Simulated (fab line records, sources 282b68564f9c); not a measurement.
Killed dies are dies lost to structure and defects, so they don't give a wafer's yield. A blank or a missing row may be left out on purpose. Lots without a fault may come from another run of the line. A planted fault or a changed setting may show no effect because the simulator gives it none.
A struck lot beside a sound one | flow rit_cmos | 16 steps out of a route of 202
Sound: wafers L211.1, L211.2, L211.5. Struck: wafers L221.2, L221.3, L221.6. The cause comes at the end.
At each step with rows: each side's tool, then ch and its chambers, then its first start. Under that, the readings that differ: sound wafers | struck wafers | difference of the means | sigmas: that difference in standard deviations of wafers without a fault.
alike: readings whose means differ by less than 2 such deviations, and words and numbers that are the same on both sides. not compared: withheld readings, readings that some wafer has no value for, bounds like >300 that may hide the same value, and numbers for which the record gives no deviation and whose values overlap.
The two part at a step that has a row with sigmas, a row that says differs or no value, or rows on one side only. Numbers that don't overlap but have no deviation are shown without sigmas and don't part them. A reading that every wafer of one side lacks parts them only if that side has two wafers or more.

RIT_PWELL_TW_MEAS_10:
  sound on film_metro-02, day 3 06:20; struck on film_metro-01, day 5 10:04
  reading  | sound       | struck      | difference | sigmas
  PWELL_TW | 968 964 968 | 946 949 948 | -19        | -2
then, 1 step without rows for these wafers: RIT_WELLDRIVE_ANNEAL_00 (time 14700 s).
RIT_WELLDRIVE_RS_MEAS_01: measures by four-point-probe.
  sound on film_metro-01, day 3 14:14; struck on film_metro-01, day 5 17:12
  alike: NWELL_RS
RIT_WELLDRIVE_RS_MEAS_02: measures by four-point-probe.
  sound on film_metro-01, day 3 14:21; struck on film_metro-01, day 5 17:19
  alike: PWELL_RS
then, 6 steps without rows for these wafers: RIT_NRETRO_HMDS_00 (prime time 60 s); RIT_NRETRO_COAT_01 (resist thk 1300 nm); RIT_NRETRO_SOFTBAKE_02 (time 60 s); RIT_NRETRO_EXPOSE_03 (exposes mask M4, target cd 43900 nm); RIT_NRETRO_PEB_04; RIT_NRETRO_DEVELOP_05 (develop time 68 s).
RIT_NRETRO_OVL_MEAS_06:
  sound on overlay-01, day 3 15:28; struck on overlay-02, day 5 18:18
  alike: NRETRO_OVL
then, 1 step without rows for these wafers: RIT_NRETRO_HARDBAKE_07 (time 120 s).
RIT_NRETRO_IMPLANT_08:
  sound on implanter-02 ch 0, day 3 15:46; struck on implanter-02 ch 0, day 5 18:37
  reading            | sound                            | struck                        | difference | sigmas
  dose_ions_cm2      | 1.0019e+13 1.0017e+13 1.0002e+13 | 7.775e+12 7.789e+12 7.793e+12 | -2.227e+12 | -99 or more
  faraday_current_uA | 31.9 32.3 31.5                   | 24.7 23.7 24.8                | -7.5       | -12
  alike: beam_on_s
RIT_NRETRO_STRIP_09: strips in O2, time 180 s.
  sound on plasma_asher-03 ch 0,1, day 3 15:55; struck on plasma_asher-04 ch 0,1, day 5 18:44
  alike: drypump_motor_current_A
  not compared: rf_hours_counter_h
RIT_NRETRO_TW_MEAS_10:
  sound on film_metro-03, day 3 16:05; struck on film_metro-02, day 5 18:55
  reading   | sound          | struck      | difference | sigmas
  NRETRO_TW | 1068 1069 1065 | 976 978 977 | -90        | -10
then, 1 step without rows for these wafers: RIT_PRETRO_HMDS_00 (prime time 60 s).

WHERE THEY PART
First at RIT_PWELL_TW_MEAS_10; last, within this record, at RIT_NRETRO_TW_MEAS_10.

WHY: what the simulator had put in
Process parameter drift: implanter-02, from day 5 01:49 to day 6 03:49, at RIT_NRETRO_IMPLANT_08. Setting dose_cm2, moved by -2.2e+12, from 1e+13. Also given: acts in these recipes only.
